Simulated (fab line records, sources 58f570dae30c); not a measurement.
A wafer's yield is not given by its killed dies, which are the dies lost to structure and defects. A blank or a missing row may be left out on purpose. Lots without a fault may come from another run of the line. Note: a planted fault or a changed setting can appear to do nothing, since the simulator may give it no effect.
Struck lot and sound lot, side by side || flow berkeley cmos170 || 15 out of 331 route steps
Sound: these wafers, L834.3, L834.5, L834.6. Struck: wafers L839.2, L839.3, L839.5. At the end, the cause is stated.
Order at every step that has rows: each side's tool, ch and its chambers, its first start. Under that, the readings that differ: sound wafers || struck wafers || difference of the means || sigmas: that difference in standard deviations of wafers without a fault.
alike: words and numbers the same on both sides, and readings whose means are apart by under 2 such deviations; not compared: readings that were withheld, readings missing a value for some wafer, numbers with overlapping values and no deviation given by the record, and bounds like >300 which may hide the same value.
The two part at a step that has a row with sigmas, a row that says differs or no value, or rows on one side only. Numbers that don't overlap but have no deviation are shown without sigmas and don't part them. Lack of a reading on every wafer of one side parts them only where that side has two or more wafers.

UCB170_V2_CMP_02: polishes SiO2.
  sound on cmp-01 ch 0,3, day 8 10:49; struck on cmp-01 ch 1,2, day 9 00:36
  alike: motor current A
UCB170_V2_BOW_MEAS_03:
  struck on film metro-04, day 9 00:55; sound on film metro-03, day 8 11:06
{"reading": "V2_BOW (um)", "sound": "38 26 31", "struck": "36 44 63", "difference": "+16", "sigmas": "+2"}
UCB170_V2_THK_MEAS_04:
  struck on film metro-04, day 9 01:02; sound on film metro-03, day 8 11:12
  alike: V2_POLISHED_THK
then, 7 steps without rows for these wafers: UCB170_V2_CLEAN_05 (cleans in DIW); UCB170_V2_HMDS_06 (prime time 60 s); UCB170_V2_COAT_07 (resist thk 900 nm); UCB170_V2_SOFTBAKE_08 (time 60 s); UCB170_V2_EXPOSE_09 (exposes mask VIA2, target cd 700 nm); UCB170_V2_PEB_10; UCB170_V2_DEVELOP_11 (develop time 45 s).
UCB170_V2_CD_MEAS_12: target cd 700 nm.
  struck on cd sem-02, day 9 04:20; sound on cd sem-01, day 8 13:43
  alike: cd nm
UCB170_V2_OVL_MEAS_13:
  struck on overlay-02, day 9 04:27; sound on overlay-01, day 8 13:48
  alike: V2_OVL
UCB170_V2_ETCH_14: etches SiO2 in CHF3/CF4/Ar, stops on Al, target depth 1250 nm, time 295.2 s.
  sound on rie diel-01 ch 0,1, day 8 13:49; struck on rie diel-04 ch 0,1,3, day 9 04:29
{"reading": "oes product au (a.u.)", "sound": "0.878 0.871 0.873", "struck": "0.762 0.780 0.771", "difference": -0.103, "sigmas": -10}
{"reading": "model.V2.feature depth nm (nm)", "sound": "999.6 998.4 1001", "struck": "803.3 811.7 811", "difference": -191.0, "sigmas": ""}
{"reading": "model.etch.depth nm (nm)", "sound": "998.9 998.4 1000", "struck": "803.3 811.7 811", "difference": -190.4, "sigmas": ""}
{"reading": "model.KrF_of_V2_COAT_07.thk nm (nm)", "sound": "603.3 609.7 604.5", "struck": "707.6 708.2 706.4", "difference": "+101.6", "sigmas": ""}
  alike: cf4 flow sccm, drypump motor current A, throttle valve pct
  not compared: rf hours counter h
UCB170_V2_STRIP_15: strips in O2.
  sound on plasma asher-01 ch 0,1, day 8 14:02; struck on plasma asher-01 ch 0,1, day 9 04:39
{"reading": "strip time to endpoint s (s)", "sound": "15.15 15.29 15.17", "struck": "17.57 17.58 17.55", "difference": "+2.36", "sigmas": "+18"}
  alike: drypump motor current A, oes product au
  not compared: rf hours counter h
UCB170_V2_CD_MEAS_90: target cd 700 nm.
  struck on cd sem-01, day 9 04:46; sound on cd sem-02, day 8 14:08
  alike: cd nm

WHERE THEY PART
Earliest at UCB170_V2_BOW_MEAS_03; latest, in this record, at UCB170_V2_STRIP_15. Later steps at which nothing parts them and some readings are alike: UCB170_V2_CD_MEAS_90.

WHY: the cause the simulator had injected
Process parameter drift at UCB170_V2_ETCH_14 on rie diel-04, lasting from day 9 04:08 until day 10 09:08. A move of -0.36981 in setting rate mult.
